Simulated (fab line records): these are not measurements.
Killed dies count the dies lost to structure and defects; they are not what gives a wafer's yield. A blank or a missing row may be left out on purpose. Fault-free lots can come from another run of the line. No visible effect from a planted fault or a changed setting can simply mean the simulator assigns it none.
8D (eight disciplines) problem report, filled in by code -- flow rit cmos -- the parts of the form that need people (team, actions taken, sign-off) are left out

== 1. THE ISSUE ==
Mean PRETRO_TW at RIT_PRETRO_TW_MEAS_10: 392 over 6 wafers in 2 lots; fault-free wafers: 474, standard deviation 3.4. Measured from the usual mean, that is -24 standard deviations.
Earliest sighting: wafer L823.2 on film metro-04 at day 4 20:13. At this step, 42 wafers from 14 lots have a number in the record. Rule for "out", or "out of limits": more than 4 standard deviations from the usual mean. The rest of the wafers with a number are treated as sound.

== 2. WHAT IT IS AND WHAT IT IS NOT ==
question,is,is not
which readings at this step,PRETRO_TW,-
which lots,"L823, L825","L811, L814, L815, L816, L817, L818, L820, L821, L830, L831, L833, L834"
which wafers of those lots,all that have a number,-
read on which gauges,"film metro-01, film metro-04",film metro-02
when,from day 4 20:13,"up to then (24 sound wafers); but 12 sound wafers of L830, L831, L833, L834 came after"

== 3. WHAT RULES OUT EACH SUSPECT ==
Counting: a tool stays on the suspect list if, at a process step up to the reading, it processed all lots that are out and no sound lot following the first of them.
- the gauge at RIT_PRETRO_TW_MEAS_10: ruled out. 2 gauges (film metro-01, film metro-04) read the wafers that are out.
- plasma asher-02 at RIT_NRETRO_STRIP_09 (strips in O2, time 180 s): ruled out as a lasting fault. Following L823 (day 4 18:21), the first lot on it that is out, the sound lots L830, L834 were run on it.
- implanter-03 at RIT_PRETRO_IMPLANT_08: kept. It processed each lot that is out, first L823 at day 4 19:55, and no sound lot thereafter; up to then, the last sound lot it processed was L821 at day 4 10:14. Out on those wafers are its own readings of dose ions cm2, faraday current uA.
After counting, what remains is implanter-03 at RIT_PRETRO_IMPLANT_08.

== 4. THE CAUSE (what the simulator had put in) ==
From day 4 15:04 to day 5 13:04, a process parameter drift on implanter-03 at RIT_PRETRO_IMPLANT_08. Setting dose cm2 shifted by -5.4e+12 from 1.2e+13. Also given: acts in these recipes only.
Only this tool survived the counting.

== 5. THE CHAIN OF EFFECTS, in route order ==
Each row: a reading whose mean over the struck wafers that have a number lies more than 3 standard deviations from the usual. Only readings for which the record gives a usual standard deviation are gone through. hours: the time from each lot's start at the first step in this table that gives one to its start at this step, as a median over the lots. sigmas: the change in usual standard deviations.
hours,step,reading,usual,on struck wafers,change,sigmas
0,RIT_PRETRO_IMPLANT_08,dose ions cm2,1.1999e+13,6.6022e+12,-5.3968e+12,-99 or more
0,RIT_PRETRO_IMPLANT_08,faraday current uA,38.0,21.2,-16.8,-24
0,RIT_PRETRO_TW_MEAS_10,PRETRO_TW,474,392,-82,-24
It contains these process steps:
- RIT_PRETRO_IMPLANT_08

== 6. WHAT WOULD HAVE CAUGHT IT SOONER ==
In this record the first reading out of limits at a measuring or inspecting step was taken at day 4 20:13, 5 hours after the fault began at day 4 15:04.
Tool's own readings at RIT_PRETRO_IMPLANT_08, dose ions cm2, faraday current uA: out on all struck wafers the step has rows for; an alarm limit on them would have tripped on the first.
Among the 2 lots that are out, L825 began RIT_PRETRO_IMPLANT_08 on implanter-03 after day 4 20:13. A hold on the tool at that time would have spared it.
